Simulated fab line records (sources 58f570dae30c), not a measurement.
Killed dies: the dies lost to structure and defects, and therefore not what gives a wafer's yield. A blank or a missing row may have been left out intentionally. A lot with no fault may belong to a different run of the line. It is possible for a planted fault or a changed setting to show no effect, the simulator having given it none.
Which tool is to blame? -- flow berkeley cmos170 -- 7 lots, 21 wafers sampled, at 2 steps of a route of 331

== WHAT THE GAUGES SHOWED, per wafer ==
UCB170_WELLDRIVE_THK_MEAS_02.
lot,measured,on,WELLDRIVE_OXIDE_THK (nm)
L658,day 4 06:58,film metro-03,195 197 197
L662,day 4 21:55,film metro-03,205 203 207
L664,day 5 12:24,film metro-01,205 206 202
L667,day 6 04:26,film metro-03,123 130 126
L670,day 6 17:39,film metro-03,206 206 203
L676,day 8 11:43,film metro-03,199 198 202
L679,day 8 20:42,film metro-01,207 205 206

== EACH LOT AND THE TOOL THAT RAN IT (in order: tool; ch and the chambers of the sampled wafers; start) ==
lot,UCB170_WELLDRIVE_OXIDATION_01
L658,"furnace-02 ch 0, day 4 03:27"
L662,"furnace-01 ch 0, day 4 18:22"
L664,"furnace-04 ch 0, day 5 08:53"
L667,"furnace-01 ch 0, day 6 00:56"
L670,"furnace-04 ch 0, day 6 14:08"
L676,"furnace-02 ch 0, day 8 08:13"
L679,"furnace-04 ch 0, day 8 17:12"
- UCB170_WELLDRIVE_OXIDATION_01: target thk 199 nm, ox time 9000 s.

== THE ANSWER, worked out from the rows above alone ==
Rule: what is usual is taken from the lots themselves. Put in order of their means at a reading, lots are off if they are a third of the lots or fewer, leave a main group of 4 or more, and stand apart from it by a gap of 3 or more times the standard deviation of the main group's means; of several such gaps the widest counts. A main group whose means are all the same, to the digits that the tables above print for the reading, isn't used. Also off: a lot with no number at a reading for which 4 or more lots have one. Any other lot the step has rows for is counted as sound.
Off: at UCB170_WELLDRIVE_THK_MEAS_02 (WELLDRIVE_OXIDE_THK), L667. Main group: mean 203 nm, sd 3.5.
If a tool, at a process step before that reading, ran all the lots that are off and no sound lot after the first of them, it fits. Those tools and the gauges at UCB170_WELLDRIVE_THK_MEAS_02 are tried in the same way. One fits: furnace-01 at UCB170_WELLDRIVE_OXIDATION_01. A fault onset in the window from L662 (day 4 18:22, its last sound lot) to L667 (day 6 00:56, its first lot off) fits.

== WHAT WAS PUT IN BY THE SIMULATOR ==
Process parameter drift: furnace-01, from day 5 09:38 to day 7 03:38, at UCB170_WELLDRIVE_OXIDATION_01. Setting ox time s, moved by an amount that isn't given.
Lots struck among those shown: L667. The same result came from the rule above.
